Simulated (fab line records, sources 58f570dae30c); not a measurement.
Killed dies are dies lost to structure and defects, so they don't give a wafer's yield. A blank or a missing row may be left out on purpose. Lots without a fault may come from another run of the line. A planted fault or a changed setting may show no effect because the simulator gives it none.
Which tool did it? | flow berkeley_cmos170 | 15 lots, 45 wafers sampled, at 4 steps of a route of 331

WHAT THE GAUGES READ, wafer by wafer
UCB170_PLDD_CD_MEAS_06: target cd 1200 nm. Usual: cd_nm 1199.8 nm, standard deviation 1.7.
lot  | measured     | on        | cd_nm (nm)           | flag
L468 | day 7 21:39  | cd_sem-02 | 1199.4 1198.2 1199.9 |
L467 | day 7 22:08  | cd_sem-02 | 1198.8 1199.1 1199.4 |
L470 | day 8 07:49  | cd_sem-02 | 1200.6 1199.0 1199.2 |
L472 | day 8 07:58  | cd_sem-01 | 1199.7 1201.5 1200.9 |
L474 | day 9 10:01  | cd_sem-01 | 1202.9 1202.2 1201.4 |
L473 | day 9 10:20  | cd_sem-02 | 1199.9 1199.7 1200.6 |
L478 | day 10 01:37 | cd_sem-01 | 1199.8 1200.8 1200.0 |
L477 | day 10 01:40 | cd_sem-02 | 1196.3 1197.8 1198.4 |
L475 | day 10 01:44 | cd_sem-01 | 1199.5 1198.2 1197.7 |
L481 | day 10 12:17 | cd_sem-02 | 1198.1 1198.3 1198.8 |
L483 | day 11 07:19 | cd_sem-01 | 1199.0 1199.6 1199.9 |
L485 | day 11 07:28 | cd_sem-02 | 1201.3 1201.6 1203.4 |
L488 | day 11 22:17 | cd_sem-02 | 1197.5 1197.3 1199.2 |
L487 | day 11 22:19 | cd_sem-01 | 1202.6 1201.6 1202.1 |
L489 | day 12 07:40 | cd_sem-01 | 1202.2 1202.4 1201.8 |

UCB170_NLDD_CD_MEAS_06: target cd 1200 nm. Usual: cd_nm 1199.2 nm, standard deviation 1.5.
lot  | measured     | on        | cd_nm (nm)           | flag
L468 | day 7 23:24  | cd_sem-02 | 1198.8 1197.4 1198.2 |
L467 | day 7 23:47  | cd_sem-01 | 1201.9 1201.3 1201.0 |
L470 | day 8 11:02  | cd_sem-01 | 1199.1 1198.8 1199.9 |
L472 | day 8 11:18  | cd_sem-02 | 1199.3 1198.7 1198.8 |
L474 | day 9 11:47  | cd_sem-01 | 1200.0 1200.5 1200.5 |
L473 | day 9 12:06  | cd_sem-02 | 1199.7 1197.9 1199.7 |
L478 | day 10 04:32 | cd_sem-02 | 1199.7 1198.2 1199.0 |
L477 | day 10 04:25 | cd_sem-01 | 1198.2 1197.8 1199.0 |
L475 | day 10 04:37 | cd_sem-01 | 1199.4 1200.6 1200.9 |
L481 | day 10 14:32 | cd_sem-01 | 1198.0 1198.6 1197.4 |
L483 | day 11 09:53 | cd_sem-01 | 1197.7 1198.0 1197.9 |
L485 | day 11 10:37 | cd_sem-02 | 1197.1 1197.6 1196.8 |
L488 | day 12 00:36 | cd_sem-01 | 1199.2 1201.3 1198.3 |
L487 | day 12 00:10 | cd_sem-02 | 1202.0 1202.7 1200.6 |
L489 | day 12 09:37 | cd_sem-02 | 1199.9 1200.1 1199.3 |

UCB170_NSD_CD_MEAS_06: target cd 1200 nm. Usual: cd_nm 1199.9 nm, standard deviation 1.7.
lot  | measured     | on        | cd_nm (nm)           | flag
L468 | day 8 12:03  | cd_sem-01 | 1201.3 1200.5 1200.0 |
L467 | day 8 11:35  | cd_sem-01 | 1202.1 1202.4 1201.1 |
L470 | day 8 20:08  | cd_sem-01 | 1200.9 1200.9 1200.5 |
L472 | day 8 19:41  | cd_sem-01 | 1199.3 1200.0 1199.8 |
L474 | day 9 23:44  | cd_sem-02 | 1198.9 1200.3 1200.1 |
L473 | day 9 23:47  | cd_sem-01 | 1198.7 1199.7 1199.8 |
L478 | day 10 13:30 | cd_sem-02 | 1200.2 1199.8 1200.2 |
L477 | day 10 13:17 | cd_sem-02 | 1197.4 1196.7 1195.1 |
L475 | day 10 14:01 | cd_sem-01 | 1200.7 1200.6 1201.7 |
L481 | day 11 02:30 | cd_sem-01 | 1198.3 1198.1 1197.2 |
L483 | day 11 19:40 | cd_sem-02 | 1197.0 1198.1 1197.4 |
L485 | day 11 19:38 | cd_sem-01 | 1202.5 1200.8 1199.5 |
L488 | day 12 09:53 | cd_sem-02 | 1203.4 1202.1 1201.9 |
L487 | day 12 09:49 | cd_sem-01 | 1200.3 1201.7 1200.0 |
L489 | day 12 20:05 | cd_sem-01 | 1200.1 1202.3 1200.6 |

WHICH TOOL RAN EACH LOT (tool, then ch and the chambers of the sampled wafers, then the start)
lot  | UCB170_NLDD_STRIP_10
L468 | plasma_asher-04 ch 0,1, day 7 23:50
L467 | plasma_asher-03 ch 0,1, day 8 00:14
L470 | plasma_asher-03 ch 0,1, day 8 11:29
L472 | plasma_asher-02 ch 0,1, day 8 11:46
L474 | plasma_asher-03 ch 0,1, day 9 12:13
L473 | plasma_asher-04 ch 0,1, day 9 12:33
L478 | plasma_asher-03 ch 0,1, day 10 04:58
L477 | plasma_asher-04 ch 0,1, day 10 04:53
L475 | plasma_asher-03 ch 0,1, day 10 05:04
L481 | plasma_asher-04 ch 0,1, day 10 14:59
L483 | plasma_asher-04 ch 0,1, day 11 10:20
L485 | plasma_asher-04 ch 0,1, day 11 11:04
L488 | plasma_asher-02 ch 0,1, day 12 01:04
L487 | plasma_asher-04 ch 0,1, day 12 00:37
L489 | plasma_asher-02 ch 0,1, day 12 10:04
- UCB170_NLDD_STRIP_10: strips in O2.

WHAT THE TOOLS THEMSELVES READ (means of the sampled wafers that have a number; where no wafer has one, the mark that the record gives instead)
UCB170_NLDD_STRIP_10. Usual: drypump_motor_current_A 5.90 A, standard deviation 0.3; o2_flow_sccm 399.8 sccm, standard deviation 1.3; oes_product_au 0.735 a.u., standard deviation 0.0041; strip_time_to_endpoint_s 21.63 s, standard deviation 0.066.
lot  | tool            | drypump_motor_current_A (A) | o2_flow_sccm (sccm) | oes_product_au (a.u.) | strip_time_to_endpoint_s (s) | flag
L468 | plasma_asher-04 | 5.89                        | 399.7               | 0.733                 | 21.59                        |
L467 | plasma_asher-03 | 5.82                        | 401.3               | 0.732                 | 21.62                        |
L470 | plasma_asher-03 | 5.78                        | 398.9               | 0.734                 | 21.60                        |
L472 | plasma_asher-02 | 6.07                        | 400.5               | 0.733                 | 21.57                        |
L474 | plasma_asher-03 | 5.78                        | 399.6               | 0.737                 | 21.47                        |
L473 | plasma_asher-04 | 6.08                        | 401.4               | 0.738                 | 21.63                        |
L478 | plasma_asher-03 | 5.82                        | 399.5               | 0.730                 | 21.60                        |
L477 | plasma_asher-04 | 5.90                        | 398.5               | 0.735                 | 21.59                        |
L475 | plasma_asher-03 | 5.78                        | 400.0               | 0.733                 | 21.71                        |
L481 | plasma_asher-04 | 5.89                        | 399.5               | 0.733                 | 21.63                        |
L483 | plasma_asher-04 | 6.12                        | 453.0               | 0.746                 | 21.25                        | OFF
L485 | plasma_asher-04 | 5.87                        | 426.9               | 0.733                 | 21.57                        | OFF
L488 | plasma_asher-02 | 6.07                        | 400.1               | 0.733                 | 21.65                        |
L487 | plasma_asher-04 | 6.09                        | 452.4               | 0.747                 | 21.41                        | OFF
L489 | plasma_asher-02 | 5.78                        | 398.8               | 0.739                 | 21.58                        |

THE ANSWER, worked out from the rows above alone
Rule: a lot is off if the mean of its wafers that have a number lies more than 3 standard deviations from the usual mean. A lot without any number at a reading at which 4 lots or more have one is off too. The other lots that the step has rows for count as sound. The gauges are gone through in route order, then the tools' own readings, and for those a lot's mean is taken as printed above. The first step at which some lot is off is used, and at that step the reading that is off furthest; a lot without a number counts as furthest.
Off: L483, L485, L487, at UCB170_NLDD_STRIP_10 (o2_flow_sccm).
A tool fits if, at that step or a process step before it, it ran every lot that is off, and no sound lot after the first of them. One fits: plasma_asher-04 at UCB170_NLDD_STRIP_10. Its last sound lot is L481 (day 10 14:59), its first lot that is off L483 (day 11 10:20): a fault that began between those two fits.
The tool's own readings at UCB170_NLDD_STRIP_10 bear it out: on the lots that are off they differ by more than 5 times the standard deviation of the sound lots' means. o2_flow_sccm reads 444.1 sccm there against 399.8 sccm on the sound lots.

WHAT THE SIMULATOR HAD PUT IN
Process parameter drift: plasma_asher-04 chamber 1, from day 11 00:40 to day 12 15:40, at UCB170_NLDD_STRIP_10. Setting o2_flow_sccm, moved by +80, from 400. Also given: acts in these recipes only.
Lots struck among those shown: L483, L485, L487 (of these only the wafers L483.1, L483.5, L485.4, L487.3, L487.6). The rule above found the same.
